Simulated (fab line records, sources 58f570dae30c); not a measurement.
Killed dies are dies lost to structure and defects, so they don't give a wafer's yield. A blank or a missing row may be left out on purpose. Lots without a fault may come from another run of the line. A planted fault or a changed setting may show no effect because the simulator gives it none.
fab line records | flow berkeley_cmos170
record lots=5 wafers=23
route steps=331 shown NWELL@18 PWELL@49 ACTIVE@68 PFIELD@80 PVT@122 GATE@136 PLDD@154 NLDD@166 SPACER@171
start_h: hours from the record's first day to the start of the lot's first wafer shown | wait_h: hours since the lot's step before | " the same as in the row above | L1.1+2: a row that stands for several wafers | - no value, or no start given | * or withheld: withheld | < > ~ a bound
route shown NAME@n: a module of which the file shows steps, and the number in the route of the first | usual: mean/standard deviation of fault-free wafers | same: alike in all rows | chamber/n: place in a boat | sites: the reading at each site | _std_site: their standard deviation | _edge_site: outer sites' mean less inner sites' | radius_mm: how far each site lies from the wafer's centre | mask NAME#n: copy n | behind: the tool/chamber that last shaped the wafer | hold: why the lot was held/for how many hours/how that ended | device: the transistor (n, p or np) that didn't switch | end of line: the same wafers' tests at the end of the route | a step without rows: its recipe alone | killed: dies lost to structure and defects at the first sort, not the wafer's yield | map: a wafer's dies, x killed, . not, _ none there
set.NAME: the setting as run; set.NAME@STEP: as run at that earlier step | model.NAME: the simulator's own value behind a step, which no gauge read
lots whose settings were changed on purpose; a table a step, a row a wafer
## steps
# step UCB170_NWELL_CVD_04
# recipe material=Si3N4 target_thk_nm=224 temp_c=800 precursor=SiH2Cl2/NH3 time_s=3360 pressure_mtorr=200 sih2cl2_flow_sccm=25 nh3_flow_sccm=75
# columns lot.wafer tool chamber start_h wait_h set.sih2cl2_flow_sccm model.Si3N4_of_NWELL_CVD_04.thk_nm
L074.1 - - - 0.0 23.65 217.5
L074.2 " - " " 23.65 219.4
L074.3 " - " " 23.65 216.8
L074.4 " - " " 23.65 217.2
L074.5 " - " " 23.65 216.6
L075.1 - - - 0.0 27.7 230
L075.2 " - " " 27.7 230.4
L075.3 " - " " 27.7 230.2
L075.4 " - " " 27.7 229.2
L075.6 " - " " 27.7 229.9
L076.2 - - - 0.0 22.18 216.6
L076.3 " - " " 22.18 216.2
L076.4 " - " " 22.18 218.7
L076.5 " - " " 22.18 218.6
L076.6 " - " " 22.18 218.1
L082.1 lpcvd-02 1 78.87 0.0 25 226.6
L082.3 " 1 " " 25 226.4
L082.4 " 1 " " 25 226.2
L083.1 - - - 0.0 22.86 221
L083.2 " - " " 22.86 222.1
L083.3 " - " " 22.86 218.9
L083.4 " - " " 22.86 221.4
L083.6 " - " " 22.86 218.7
# step UCB170_NWELL_COAT_07
# recipe resist=KrF spin_rpm=1500 resist_thk_nm=900
# columns lot.wafer tool chamber start_h wait_h set.resist_thk_nm model.KrF_of_NWELL_COAT_07.thk_nm
L074.1 litho_track-02 0 38.17 0.1 900 902
L074.2 " 0 " " 849.9 850.4
L074.3 " 0 " " 849.9 851.8
L074.4 " 0 " " 849.9 851.2
L074.5 " 0 " " 900 903.6
L076.2 litho_track-03 0 38.20 0.1 900 903.5
L076.3 " 0 " " 900 903.4
L076.4 " 0 " " 900 905.4
L076.5 " 0 " " 900 902.5
L076.6 " 0 " " 900 903.2
L075.1 litho_track-01 0 38.35 0.1 900 902.9
L075.2 " 0 " " 900 901.8
L075.3 " 0 " " 930.4 933
L075.4 " 0 " " 900 901.5
L075.6 " 0 " " 930.4 932.9
L082.1 litho_track-03 0 81.01 0.1 900 896.3
L082.3 " 0 " " 900 899.4
L082.4 " 0 " " 900 899
L083.1 litho_track-02 0 81.03 0.1 900 900.6
L083.2 " 0 " " 900 901.3
L083.3 " 0 " " 900 900.3
L083.4 " 0 " " 900 901.9
L083.6 " 0 " " 900 899
# step UCB170_NWELL_SOFTBAKE_08
# recipe resist=KrF temp_c=130 time_s=60
# step UCB170_NWELL_EXPOSE_09
# recipe mask_id=NWELL target_cd_nm=3000 na=0.5 sigma_outer=0.6 source_shape=conventional dose_mj=25
# step UCB170_NWELL_DEVELOP_11
# recipe developer=TMAH develop_time_s=45 resist=KrF dev_temp_c=21
# step UCB170_NWELL_ETCH_13
# recipe chemistry=CH3F/Ar/O2 target=Si3N4 stop_on=SiO2 CH3F_flow_sccm=20 Ar_flow_sccm=50 O2_flow_sccm=7 pressure_mtorr=50 rf_w=450 target_depth_a=2464 over_etch_frac=0.1 time_s=154
# columns lot.wafer tool chamber start_h wait_h set.resist_thk_nm@NWELL_COAT_07 model.KrF_of_NWELL_COAT_07.thk_nm
L074.1 rie_diel-02 0 38.94 0.1 900 722.5
L074.2 " 3 " " 849.9 675
L074.3 " 1 " " 849.9 674.3
L074.4 " 2 " " 849.9 672.5
L074.5 " 2 " " 900 725.7
L076.2 rie_diel-01 0 39.33 0.0 900 727.2
L076.3 " 1 " " 900 726.7
L076.4 " 3 " " 900 723.9
L076.5 " 0 " " 900 725.6
L076.6 " 3 " " 900 722.6
L075.1 rie_diel-04 3 39.87 0.0 900 723.3
L075.2 " 1 " " 900 724.3
L075.3 " 2 " " 930.4 755.2
L075.4 " 0 " " 900 722.6
L075.6 " 0 " " 930.4 755
L082.1 rie_diel-01 0 81.87 0.0 900 717.4
L082.3 " 1 " " 900 721.6
L082.4 " 2 " " 900 719.7
L083.1 rie_diel-04 3 82.12 0.0 900 719.5
L083.2 " 1 " " 900 722.3
L083.3+6 " 0 " " 900 720.3
L083.4 " 2 " " 900 722.8
# step UCB170_NWELL_IMPLANT_14
# recipe species=P dose_cm2=1e+13 energy_kev=150 tilt_deg=7
# step UCB170_NWELL_STRIP_15
# recipe chemistry=O2 power_w=400 pressure_mtorr=3500 platen_temp_c=withheld o2_flow_sccm=400 overash_fraction=0.5
# usual strip_time_to_endpoint_s=18.05/0.074
# columns lot.wafer tool chamber start_h wait_h set.resist_thk_nm@NWELL_COAT_07 strip_time_to_endpoint_s
L074.1 plasma_asher-02 0 39.19 0.1 900 18.04
L074.2 " 1 " " 849.9 16.90
L074.3 " 0 " " 849.9 16.89
L074.4 " 1 " " 849.9 16.84
L074.5 " 1 " " 900 18.12
L076.2 plasma_asher-03 0 39.59 0.1 900 18.16
L076.3 " 0 " " 900 18.13
L076.4 " 1 " " 900 18.09
L076.5 " 0 " " 900 18.12
L076.6 " 1 " " 900 18.04
L075.1 plasma_asher-04 1 40.12 0.1 900 18.07
L075.2 " 0 " " 900 18.10
L075.3 " 0 " " 930.4 18.84
L075.4 " 1 " " 900 18.05
L075.6 " 0 " " 930.4 18.83
L082.1 plasma_asher-03 0 82.12 0.1 900 17.91
L082.3 " 0 " " 900 17.99
L082.4 " 1 " " 900 17.97
L083.1 plasma_asher-04 0 82.38 0.1 900 17.97
L083.2 " 1 " " 900 18.03
L083.3 " 0 " " 900 17.98
L083.4 " 1 " " 900 18.04
L083.6 " 0 " " 900 17.97
# step UCB170_PWELL_IMPLANT_15
# recipe species=B dose_cm2=5e+12 energy_kev=60 tilt_deg=7
# columns lot.wafer tool chamber start_h wait_h set.energy_kev model.implant.drp_nm
L075.1+2+3+4+6 implanter-02 0 57.61 0.1 60 64.7
L076.2+3+4+5+6 implanter-04 0 57.66 0.1 60 64.7
L074.1+4+5 implanter-01 0 57.80 0.1 60 64.7
L074.2+3 " 0 " " 58.94 64.09
L082.1+3+4 implanter-04 0 101.93 0.1 60 64.7
L083.1+4+6 implanter-02 0 102.22 0.1 58.58 63.88
L083.2+3 " 0 " " 60 64.7
# step UCB170_ACTIVE_COAT_08
# recipe resist=KrF spin_rpm=1500 resist_thk_nm=900
# columns lot.wafer tool chamber start_h wait_h set.resist_thk_nm model.KrF_of_ACTIVE_COAT_08.thk_nm
L074.1 litho_track-01 0 97.92 0.1 900 906.2
L074.2 " 0 " " 900 907.7
L074.3 " 0 " " 900 903.9
L074.4 " 0 " " 900 905.7
L074.5 " 0 " " 900 904.4
L076.2+6 litho_track-02 0 98.21 0.1 923.1 923.6
L076.3 " 0 " " 900 899.3
L076.4 " 0 " " 900 899.8
L076.5 " 0 " " 900 900.7
L075.1 litho_track-04 0 98.26 0.1 871.7 874.5
L075.2 " 0 " " 871.7 873.1
L075.3 " 0 " " 871.7 877
L075.4 " 0 " " 900 902.7
L075.6 " 0 " " 900 903.4
L082.1 litho_track-01 0 137.70 0.1 900 897.2
L082.3 " 0 " " 900 897.7
L082.4 " 0 " " 900 898.4
L083.1 litho_track-04 0 137.86 0.1 940.1 933.6
L083.2 " 0 " " 940.1 935
L083.3 " 0 " " 900 898.1
L083.4 " 0 " " 900 897
L083.6 " 0 " " 940.1 937.7
# step UCB170_ACTIVE_ETCH_15
# recipe chemistry=CH3F/Ar/O2 target=Si3N4 stop_on=SiO2 CH3F_flow_sccm=20 Ar_flow_sccm=50 O2_flow_sccm=7 pressure_mtorr=50 rf_w=450 target_depth_a=2420 over_etch_frac=0.1 time_s=151
# columns lot.wafer tool chamber start_h wait_h set.over_etch_frac
L074.1+3+4 rie_diel-03 0,1,2 99.19 0.0 0.1219
L074.2+5 " 3 " " 0.1
L076.2+3+5 rie_diel-01 1,0,2 99.91 0.0 0.08835
L076.4+6 " 3,1 " " 0.1
L075.1+3 rie_diel-04 2,1 100.19 0.0 0.1
L075.2+4+6 " 3,0,2 " " 0.1261
L082.1+3+4 rie_diel-04 0,2,0 138.93 0.0 0.1
L083.1+3+6 rie_diel-03 2,3,1 139.43 0.0 0.1
L083.2+4 " 0,1 " " 0.0833
# step UCB170_ACTIVE_STRIP_16
# recipe chemistry=O2 power_w=400 pressure_mtorr=3500 platen_temp_c=withheld o2_flow_sccm=400 overash_fraction=0.5
# usual strip_time_to_endpoint_s=18.08/0.086
# columns lot.wafer tool chamber start_h wait_h set.resist_thk_nm@ACTIVE_COAT_08 strip_time_to_endpoint_s
L074.1 plasma_asher-04 0 99.29 0.1 900 18.18
L074.2 " 1 " " 900 18.17
L074.3 " 1 " " 900 18.10
L074.4 " 0 " " 900 18.06
L074.5 " 1 " " 900 18.10
L076.2 plasma_asher-03 0 100.01 0.1 923.1 18.69
L076.3 " 1 " " 900 18.16
L076.4 " 0 " " 900 17.99
L076.5 " 0 " " 900 18.14
L076.6 " 1 " " 923.1 18.67
L075.1 plasma_asher-01 1 100.29 0.1 871.7 17.49
L075.2 " 0 " " 871.7 17.32
L075.3 " 1 " " 871.7 17.55
L075.4 " 0 " " 900 18.09
L075.6 " 0 " " 900 18.09
L082.1 plasma_asher-01 0 139.03 0.1 900 18.05
L082.3 " 0 " " 900 18.02
L082.4 " 1 " " 900 18.05
L083.1 plasma_asher-01 0 139.53 0.1 940.1 18.82
L083.2 " 1 " " 940.1 18.99
L083.3 " 0 " " 900 17.94
L083.4 " 1 " " 900 18.03
L083.6 " 0 " " 940.1 18.97
# step UCB170_PFIELD_COAT_01
# recipe resist=KrF spin_rpm=1500 resist_thk_nm=900
# columns lot.wafer tool chamber start_h wait_h set.spin_rpm model.KrF_of_PFIELD_COAT_01.thk_nm
L074.1 litho_track-03 0 100.12 0.1 1446 914.8
L074.2 " 0 " " 1500 900.6
L074.3 " 0 " " 1446 917.4
L074.4 " 0 " " 1500 900.4
L074.5 " 0 " " 1500 901.9
L076.2 litho_track-01 0 100.85 0.1 1500 901.6
L076.3 " 0 " " 1500 899.2
L076.4 " 0 " " 1500 897.7
L076.5 " 0 " " 1500 894.9
L076.6 " 0 " " 1500 897
L075.1 litho_track-01 0 101.27 0.1 1500 898.2
L075.2 " 0 " " 1500 897.6
L075.3 " 0 " " 1500 899
L075.4 " 0 " " 1500 895.4
L075.6 " 0 " " 1500 898
L082.1+4 litho_track-04 0 139.94 0.1 1500 904.7
L082.3 " 0 " " 1500 908.7
L083.1 litho_track-01 0 140.15 0.1 1500 899.3
L083.2 " 0 " " 1610 867.5
L083.3 " 0 " " 1500 896.8
L083.4+6 " 0 " " 1610 868.4
# step UCB170_PFIELD_SOFTBAKE_02
# recipe resist=KrF temp_c=130 time_s=60
# step UCB170_PFIELD_EXPOSE_03
# recipe mask_id=PFIELD na=0.5 sigma_outer=0.6 source_shape=conventional target_cd_nm=1500 dose_mj=30
# step UCB170_PFIELD_IMPLANT_07
# recipe species=B dose_cm2=2e+13 energy_kev=80 tilt_deg=7
# step UCB170_PFIELD_STRIP_08
# recipe chemistry=O2 power_w=400 pressure_mtorr=3500 platen_temp_c=withheld o2_flow_sccm=400 overash_fraction=0.5
# usual strip_time_to_endpoint_s=21.65/0.074
# columns lot.wafer tool chamber start_h wait_h set.spin_rpm@PFIELD_COAT_01 strip_time_to_endpoint_s
L074.1 plasma_asher-01 0 101.43 0.1 1446 21.98
L074.2 " 1 " " 1500 21.65
L074.3 " 0 " " 1446 22.03
L074.4 " 1 " " 1500 21.63
L074.5 " 0 " " 1500 21.68
L076.2 plasma_asher-04 0 101.71 0.1 1500 21.67
L076.3 " 0 " " 1500 21.59
L076.4 " 1 " " 1500 21.58
L076.5 " 0 " " 1500 21.49
L076.6 " 1 " " 1500 21.55
L075.1 plasma_asher-04 1 102.54 0.1 1500 21.59
L075.2 " 0 " " 1500 21.56
L075.3 " 1 " " 1500 21.62
L075.4 " 0 " " 1500 21.52
L075.6 " 1 " " 1500 21.57
L082.1 plasma_asher-01 1 141.36 0.1 1500 21.75
L082.3 " 1 " " 1500 21.85
L082.4 " 0 " " 1500 21.72
L083.1 plasma_asher-01 1 141.88 0.1 1500 21.61
L083.2 " 0 " " 1610 20.84
L083.3 " 0 " " 1500 21.56
L083.4 " 1 " " 1610 20.88
L083.6 " 0 " " 1610 20.88
# step UCB170_PVT_IMPLANT_07
# recipe species=P dose_cm2=2e+12 energy_kev=30 tilt_deg=7
# columns lot.wafer tool chamber start_h wait_h set.energy_kev model.implant.rp_nm model.implant.drp_nm
L076.2+3+4 implanter-03 0 140.41 0.0 30 35.11 16.56
L076.5+6 " 0 " " 28.36 33.8 16.01
L075.1+6 implanter-01 0 140.55 0.0 30 36.63 16.56
L075.2+3+4 " 0 " " 31.19 38 17.11
L074.1+4 implanter-03 0 141.53 0.0 31.21 37.81 17.12
L074.2+3+5 " 0 " " 30 36.42 16.56
L083.1+3+4 implanter-01 0 194.62 0.0 31.04 36.57 17.04
L083.2+6 " 0 " " 30 35.41 16.56
L082.1+3+4 implanter-04 0 194.96 0.0 30 35.76 16.56
# step UCB170_GATE_PEB_10
# recipe peb_temp_c=130 peb_time_s=withheld resist=KrF
# columns lot.wafer tool chamber start_h wait_h set.peb_temp_c
L076.2+3 litho_track-04 0 163.58 0.1 131
L076.4+5+6 " 0 " " 130
L075.1+2 litho_track-01 0 163.67 0.1 132.8
L075.3+4+6 " 0 " " 130
L074.1+2+3 litho_track-04 0 163.91 0.1 130
L074.4+5 " 0 " " 133
L083.1+4+6 litho_track-02 0 206.28 0.6 127.2
L083.2+3 " 0 " " 130
L082.1+3+4 litho_track-02 0 206.83 0.4 130
# step UCB170_GATE_DEVELOP_11
# recipe developer=TMAH develop_time_s=45 resist=KrF dev_temp_c=21
# step UCB170_GATE_CD_MEAS_12
# recipe target_cd_nm=350
# usual cd_nm=349.6/1.1
# columns lot.wafer tool chamber start_h wait_h set.peb_temp_c@GATE_PEB_10 cd_nm
L076.2 cd_sem-02 - 163.85 - 131 342.4
L076.3 " - " " 131 343.6
L076.4 " - " " 130 348.7
L076.5 " - " " 130 350.2
L076.6 " - " " 130 348.5
L075.1 cd_sem-01 - 163.94 - 132.8 332.4
L075.2 " - " " 132.8 331.8
L075.3 " - " " 130 349.8
L075.4 " - " " 130 348.2
L075.6 " - " " 130 348.4
L074.1 cd_sem-01 - 164.18 - 130 352.4
L074.2 " - " " 130 353.0
L074.3 " - " " 130 352.0
L074.4 " - " " 133 333.4
L074.5 " - " " 133 334.2
L083.1 cd_sem-01 - 206.55 - 127.2 370.8
L083.2 " - " " 130 350.6
L083.3 " - " " 130 350.0
L083.4 " - " " 127.2 369.9
L083.6 " - " " 127.2 370.5
L082.1 cd_sem-01 - 207.19 - 130 349.1
L082.3 " - " " 130 348.7
L082.4 " - " " 130 348.4
# step UCB170_GATE_ETCH_15
# recipe chemistry=HBr/Cl2 target=poly-Si stop_on=SiO2 over_etch_frac=0.3 icp_w=300 bias_w=150 time_s=56.3 pressure_mtorr=15 HBr_flow_sccm=150 Cl2_flow_sccm=50 target_depth_a=2782
# columns lot.wafer tool chamber start_h wait_h set.bias_w set.peb_temp_c@GATE_PEB_10 model.GATE.cd_nm
L076.2 rie_si-01 1 164.02 - 158.8 131 341.4
L076.3 " 3 " " 150 131 343.2
L076.4 " 1 " " 150 130 348.3
L076.5 " 0 " " 158.8 130 350.1
L076.6 " 3 " " 150 130 348.1
L075.1 rie_si-02 1 164.14 - 150 132.8 332.2
L075.2 " 3 " " 150 132.8 331.6
L075.3 " 0 " " 150 130 349.2
L075.4 " 2 " " 150 130 348.7
L075.6 " 0 " " 150 130 348.5
L074.1+3 rie_si-01 0,3 164.38 - 150 130 351.8
L074.2 " 1 " " 165.7 130 352.8
L074.4 " 0 " " 165.7 133 332.8
L074.5 " 1 " " 150 133 333.3
L083.1 rie_si-01 1 206.75 - 134.8 127.2 371.2
L083.2 " 2 " " 134.8 130 350.5
L083.3 " 0 " " 150 130 -
L083.4 " 3 " " 150 127.2 370.3
L083.6 " 1 " " 150 127.2 370.9
L082.1 rie_si-01 3 207.39 - 150 130 348.9
L082.3 " 0 " " 150 130 349.1
L082.4 " 2 " " 150 130 348.6
# step UCB170_GATE_STRIP_16
# recipe chemistry=O2 power_w=400 pressure_mtorr=3500 platen_temp_c=withheld o2_flow_sccm=400 overash_fraction=0.5
# step UCB170_GATE_CD_MEAS_90
# recipe target_cd_nm=350
# usual cd_nm=349.6/1.1
# columns lot.wafer tool chamber start_h wait_h set.peb_temp_c@GATE_PEB_10 cd_nm
L076.2 cd_sem-02 - 164.19 0.1 131 341.4
L076.3 " - " " 131 343.0
L076.4 " - " " 130 348.1
L076.5 " - " " 130 349.9
L076.6 " - " " 130 348.1
L075.1 cd_sem-01 - 164.30 0.1 132.8 332.6
L075.2 " - " " 132.8 331.4
L075.3 " - " " 130 349.4
L075.4 " - " " 130 348.7
L075.6 " - " " 130 348.7
L074.1 cd_sem-02 - 164.53 0.1 130 352.0
L074.2 " - " " 130 352.6
L074.3 " - " " 130 351.8
L074.4 " - " " 133 332.8
L074.5 " - " " 133 333.3
L083.1 cd_sem-01 - 206.95 0.1 127.2 371.2
L083.2 " - " " 130 350.3
L083.3 " - " " 130 350.5
L083.4 " - " " 127.2 370.3
L083.6 " - " " 127.2 371.4
L082.1 cd_sem-01 - 207.55 0.1 130 349.0
L082.3 " - " " 130 348.8
L082.4 " - " " 130 349.0
# step UCB170_PLDD_IMPLANT_09
# recipe species=BF2 dose_cm2=5e+13 energy_kev=10 tilt_deg=7 rotation_deg=180
# columns lot.wafer tool chamber start_h wait_h set.energy_kev model.implant.rp_nm model.implant.drp_nm
L076.2+4 implanter-04 0 165.64 0.1 9.595 10.02 5.835
L076.3+5+6 " 0 " " 10 10.34 6.005
L075.1+3+4 implanter-02 0 165.92 0.1 10.56 10.61 6.236
L075.2+6 " 0 " " 10 10.19 6.005
L074.1+2+3+4+5 implanter-04 0 166.16 0.1 10 9.9 6.005
L083.1+2+4 implanter-01 0 208.52 0.1 9.514 10.06 5.801
L083.3+6 " 0 " " 10 10.45 6.005
L082.1+3+4 implanter-02 0 210.11 0.1 10 10.13 6.005
# step UCB170_NLDD_IMPLANT_08
# recipe species=As dose_cm2=5e+13 energy_kev=30 tilt_deg=7 rotation_deg=0
# columns lot.wafer tool chamber start_h wait_h set.energy_kev model.implant.rp_nm model.implant.drp_nm
L076.2+4+6 implanter-03 0 167.30 0.0 30 21.77 9.611
L076.3+5 " 0 " " 31.34 22.51 9.924
L075.1+2+3 implanter-01 0 167.54 0.0 30 21.22 9.611
L075.4+6 " 0 " " 30.97 21.74 9.837
L074.1+3+4 implanter-02 0 167.94 0.0 30 21.4 9.611
L074.2+5 " 0 " " 29.12 20.92 9.405
L083.1+2+3+4+6 implanter-01 0 211.96 0.0 30 21.2 9.611
L082.1+3+4 implanter-02 0 213.00 0.0 30 21.67 9.611
# step UCB170_SPACER_CVD_00
# recipe material=SiO2 target_thk_nm=376 temp_c=390 precursor=TEOS/O2 time_s=47 rf_w=550 pressure_mtorr=9000
# columns lot.wafer tool chamber start_h wait_h set.rf_w
L076.2+6 pecvd-04 1 167.94 0.0 550
L076.3+4+5 " 0,0,2 " " 607.1
L075.1+2+4 pecvd-01 2,0,2 168.18 0.0 550
L075.3+6 " 1,0 " " 597
L074.1+2+4 pecvd-04 1,0,2 168.61 0.0 550
L074.3+5 " 2,1 " " 506
L083.1+3 pecvd-01 0,1 212.60 0.0 485.5
L083.2+4+6 " 2,2,0 " " 550
L082.1+3+4 pecvd-01 1,2,0 213.72 0.0 550
# step UCB170_SPACER_ANNEAL_02
# recipe temp_c=900 time_s=1800 ambient=N2
# step UCB170_SPACER_ETCHBACK_03
# recipe stop_on=Si target=SiO2 chemistry=CHF3/CF4/Ar CHF3_flow_sccm=50 cf4_flow_sccm=10 Ar_flow_sccm=120 pressure_mtorr=200 rf_w=500 target_depth_a=3760 time_s=100
# columns lot.wafer tool chamber start_h wait_h set.rf_w@SPACER_CVD_00 model.etch.depth_nm
L074.1+2 rie_diel-02 3,0 174.50 0.0 550 -
L074.3 " 2 " " 506 -
L074.4 " 3 " " 550 377.1
L074.5 " 2 " " 506 368.4
L075.1+4 rie_diel-01 0,3 174.50 0.0 550 -
L075.2 " 2 " " 550 374.8
L075.3 " 1 " " 597 382.6
L075.6 " 1 " " 597 387.1
L076.2 rie_diel-04 0 174.50 0.0 550 -
L076.3 " 2 " " 607.1 -
L076.4 " 3 " " 607.1 391.7
L076.5 " 2 " " 607.1 394
L076.6 " 1 " " 550 378.2
L083.1 rie_diel-02 1 217.64 0.0 485.5 362.5
L083.2 " 2 " " 550 376.4
L083.3 " 3 " " 485.5 -
L083.4 " 0 " " 550 380.8
L083.6 " 0 " " 550 -
L082.1 rie_diel-01 1 217.71 0.1 550 376.5
L082.3 " 2 " " 550 371.3
L082.4 " 0 " " 550 384.4
## key
split step=UCB170_NWELL_CVD_04 setting=sih2cl2_flow_sccm stated=25 by=lot
response step=UCB170_NWELL_CVD_04 reading=model.Si3N4_of_NWELL_CVD_04.thk_nm change=+0.575 per=1% r=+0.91
split step=UCB170_NWELL_COAT_07 setting=resist_thk_nm stated=900 by=wafer
response step=UCB170_NWELL_COAT_07 reading=model.KrF_of_NWELL_COAT_07.thk_nm change=+9.25 per=1% r=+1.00
response step=UCB170_NWELL_ETCH_13 reading=model.KrF_of_NWELL_COAT_07.thk_nm change=+9.11 per=1% r=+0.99
response step=UCB170_NWELL_STRIP_15 reading=strip_time_to_endpoint_s change=* per=1% r=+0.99
split step=UCB170_PWELL_IMPLANT_15 setting=energy_kev stated=60 by=wafer
response step=UCB170_PWELL_IMPLANT_15 reading=model.implant.drp_nm change=+0.346 per=1% r=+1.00
split step=UCB170_ACTIVE_COAT_08 setting=resist_thk_nm stated=900 by=wafer
response step=UCB170_ACTIVE_COAT_08 reading=model.KrF_of_ACTIVE_COAT_08.thk_nm change=+8.76 per=1% r=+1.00
response step=UCB170_ACTIVE_STRIP_16 reading=strip_time_to_endpoint_s change=* per=1% r=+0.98
split step=UCB170_ACTIVE_ETCH_15 setting=over_etch_frac stated=0.1 by=wafer
response none clear
split step=UCB170_PFIELD_COAT_01 setting=spin_rpm stated=1500 by=wafer
response step=UCB170_PFIELD_COAT_01 reading=model.KrF_of_PFIELD_COAT_01.thk_nm change=-4.1 per=1% r=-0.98
response step=UCB170_PFIELD_STRIP_08 reading=strip_time_to_endpoint_s change=* per=1% r=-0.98
split step=UCB170_PVT_IMPLANT_07 setting=energy_kev stated=30 by=wafer
response step=UCB170_PVT_IMPLANT_07 reading=model.implant.rp_nm change=+0.301 per=1% r=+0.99
response step=UCB170_PVT_IMPLANT_07 reading=model.implant.drp_nm change=+0.123 per=1% r=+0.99
split step=UCB170_GATE_PEB_10 setting=peb_temp_c stated=130 by=wafer
response step=UCB170_GATE_CD_MEAS_12 reading=cd_nm change=-8.36 per=1% r=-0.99
response step=UCB170_GATE_ETCH_15 reading=model.GATE.cd_nm change=-8.39 per=1% r=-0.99
response step=UCB170_GATE_CD_MEAS_90 reading=cd_nm change=-8.55 per=1% r=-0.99
split step=UCB170_GATE_ETCH_15 setting=bias_w stated=150 by=wafer
response none clear
split step=UCB170_PLDD_IMPLANT_09 setting=energy_kev stated=10 by=wafer
response step=UCB170_PLDD_IMPLANT_09 reading=model.implant.rp_nm change=+0.0776 per=1% r=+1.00
response step=UCB170_PLDD_IMPLANT_09 reading=model.implant.drp_nm change=+0.0417 per=1% r=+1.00
split step=UCB170_NLDD_IMPLANT_08 setting=energy_kev stated=30 by=wafer
response step=UCB170_NLDD_IMPLANT_08 reading=model.implant.rp_nm change=+0.164 per=1% r=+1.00
response step=UCB170_NLDD_IMPLANT_08 reading=model.implant.drp_nm change=+0.0702 per=1% r=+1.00
split step=UCB170_SPACER_CVD_00 setting=rf_w stated=550 by=wafer
response step=UCB170_SPACER_ETCHBACK_03 reading=model.etch.depth_nm change=+1.31 per=1% r=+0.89
